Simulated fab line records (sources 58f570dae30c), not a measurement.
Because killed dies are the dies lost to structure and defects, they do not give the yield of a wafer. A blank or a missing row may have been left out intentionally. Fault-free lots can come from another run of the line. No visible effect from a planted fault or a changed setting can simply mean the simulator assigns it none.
Which tool did it? -- flow berkeley cmos170 -- 21 wafers from 7 lots sampled at 4 of the route's 331 steps

== WHAT THE GAUGES READ, wafer by wafer ==
UCB170_M1_RS_MEAS_01: the measuring method here is four-point-probe.
lot,measured,on,M1_AL_RS (ohm/sq)
L758,day 7 02:23,film metro-01,0.0488 0.0484 0.0481
L761,day 7 20:53,film metro-01,0.0476 0.0475 0.0476
L764,day 9 05:21,film metro-04,0.0486 0.0476 0.0481
L770,day 10 12:25,film metro-01,0.0484 0.0481 0.1547
L778,day 11 12:32,film metro-01,0.0482 0.0477 0.0484
L780,day 11 23:35,film metro-03,0.0480 0.0480 0.0483
L781,day 12 09:59,film metro-04,0.0482 0.0478 0.0478

== WHAT TOOL EACH LOT RAN ON (gives the tool, then ch and the chambers of the sampled wafers, and finally the start) ==
lot,UCB170_PVT_STRIP_08,UCB170_GATE_ETCH_14,UCB170_M1_SPUTTER_00
L758,"plasma asher-02 ch 0,1, day 5 11:52","rie diel-04 ch 0,1,3, day 6 03:08","pvd sputter-03, day 7 02:20"
L761,"plasma asher-01 ch 0,1, day 6 06:43","rie diel-01 ch 0,2, day 6 20:56","pvd sputter-03, day 7 20:48"
L764,"plasma asher-02 ch 0,1, day 7 08:23","rie diel-01 ch 0,1, day 7 22:43","pvd sputter-01, day 9 05:14"
L770,"plasma asher-01 ch 0,1, day 8 15:05","rie diel-04 ch 0,2,3, day 9 08:49","pvd sputter-03, day 10 12:21"
L778,"plasma asher-01 ch 0,1, day 9 22:44","rie diel-03 ch 0,1, day 10 14:21","pvd sputter-04, day 11 12:29"
L780,"plasma asher-01 ch 0,1, day 10 10:52","rie diel-03 ch 1,2, day 11 00:59","pvd sputter-04, day 11 23:30"
L781,"plasma asher-04 ch 0,1, day 10 20:34","rie diel-01 ch 0,1, day 11 12:02","pvd sputter-01, day 12 09:53"
- UCB170_PVT_STRIP_08: strips in O2.
- UCB170_GATE_ETCH_14: etches BARC in N2/H2.
- UCB170_M1_SPUTTER_00: material Al, target thk 600 nm, time 80 s.

== THE ANSWER, worked out from the rows above alone ==
Rule: what is usual is taken from the lots themselves. The widest of any qualifying gaps counts: lots, ordered by their means at a reading, are off when they make up no more than a third of the lots, leave a main group of 4 or more, and stand apart from it by 3 or more times the standard deviation of that group's means. If all means in a main group match to the digits the tables above print for the reading, that group is not used. Also off: a lot with no number at a reading for which 4 or more lots have one. The other lots that the step has rows for count as sound.
Off: L770, seen at UCB170_M1_RS_MEAS_01 (M1_AL_RS). Main group: mean 0.0480 ohm/sq, sd 0.00026.
If a tool, at a process step before that reading, ran all the lots that are off and no sound lot after the first of them, it fits. Gauges at UCB170_M1_RS_MEAS_01: tried the same way as those tools. This does not decide it: 2 tools fit, namely rie diel-04 at UCB170_GATE_ETCH_14 and pvd sputter-03 at UCB170_M1_SPUTTER_00.

== WHAT THE SIMULATOR HAD INSERTED ==
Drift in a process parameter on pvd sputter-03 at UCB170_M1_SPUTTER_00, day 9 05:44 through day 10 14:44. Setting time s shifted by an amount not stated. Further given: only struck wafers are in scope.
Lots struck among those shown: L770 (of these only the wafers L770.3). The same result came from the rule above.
